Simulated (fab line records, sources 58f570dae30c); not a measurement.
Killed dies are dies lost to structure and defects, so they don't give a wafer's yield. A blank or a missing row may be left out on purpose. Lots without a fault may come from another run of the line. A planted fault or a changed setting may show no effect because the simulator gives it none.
Problem report in the 8D (eight disciplines) form, filled by code | flow berkeley_cmos170 | the parts of the form that need people (team, actions taken, sign-off) are left out

1. THE PROBLEM
GATE_OXIDE_THK at UCB170_GATE_THK_MEAS_02 reads a mean of 8.62 nm on 6 wafers of 2 lots; wafers without a fault read 6.53 nm with a standard deviation of 0.11. That is +19 standard deviations from the usual mean.
First seen on wafer L384.3, day 8 12:57, on film_metro-04. The record holds 42 wafers of 14 lots with a number at this step. Rule for "out", or "out of limits": more than 4 standard deviations from the usual mean. The other wafers with a number count as sound.

2. WHAT IT IS AND WHAT IT IS NOT
question                    | is                     | is not
which readings at this step | GATE_OXIDE_THK         | -
which lots                  | L384, L385             | L370, L371, L372, L374, L375, L377, L378, L379, L382, L383, L386, L393
which wafers of those lots  | all that have a number | -
read on which gauges        | film_metro-04          | film_metro-01, film_metro-02
when                        | from day 8 12:57       | up to then (30 sound wafers); but 6 sound wafers of L386, L393 came after

3. SUSPECTS, AND WHAT RULES EACH OUT
Counting: a tool at a process step up to the reading stays a suspect if it ran every lot that is out and no sound lot after the first of them.
- the gauge at UCB170_GATE_THK_MEAS_02: kept. All the wafers that are out were read on film_metro-04, and no step on other tools shows them out.
- furnace-04 at UCB170_GATE_OXIDATION_01 (target thk 6.6 nm, ox time 1800 s): kept. It ran every lot that is out, first L384 (day 8 11:26), and no sound lot after that; its last sound lot up to then is L382 (day 8 07:01).
Left after counting: furnace-04 at UCB170_GATE_OXIDATION_01, film_metro-04 at UCB170_GATE_THK_MEAS_02.

4. THE CAUSE (what the simulator had put in)
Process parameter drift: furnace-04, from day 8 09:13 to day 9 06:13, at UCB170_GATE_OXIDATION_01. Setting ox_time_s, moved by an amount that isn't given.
Counting left 2 suspects, and this tool is among them.

5. THE CHAIN OF EFFECTS, in route order
Each row: a reading whose mean over the struck wafers that have a number lies more than 3 standard deviations from the usual. Only readings for which the record gives a usual standard deviation are gone through. hours: the time from each lot's start at the first step in this table that gives one to its start at this step, as a median over the lots. sigmas: the change in usual standard deviations.
hours | step                    | reading        | usual   | on struck wafers | change | sigmas
0     | UCB170_GATE_THK_MEAS_02 | GATE_OXIDE_THK | 6.53 nm | 8.62             | +2.09  | +19

6. WHAT WOULD HAVE CAUGHT IT SOONER
In this record the first reading out of limits at a measuring or inspecting step was taken at day 8 12:57, 4 hours after the fault began at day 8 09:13.
Of the lots that are out (2), L385 began UCB170_GATE_OXIDATION_01 on furnace-04 after day 8 12:57. A hold on the tool at that time would have spared it.
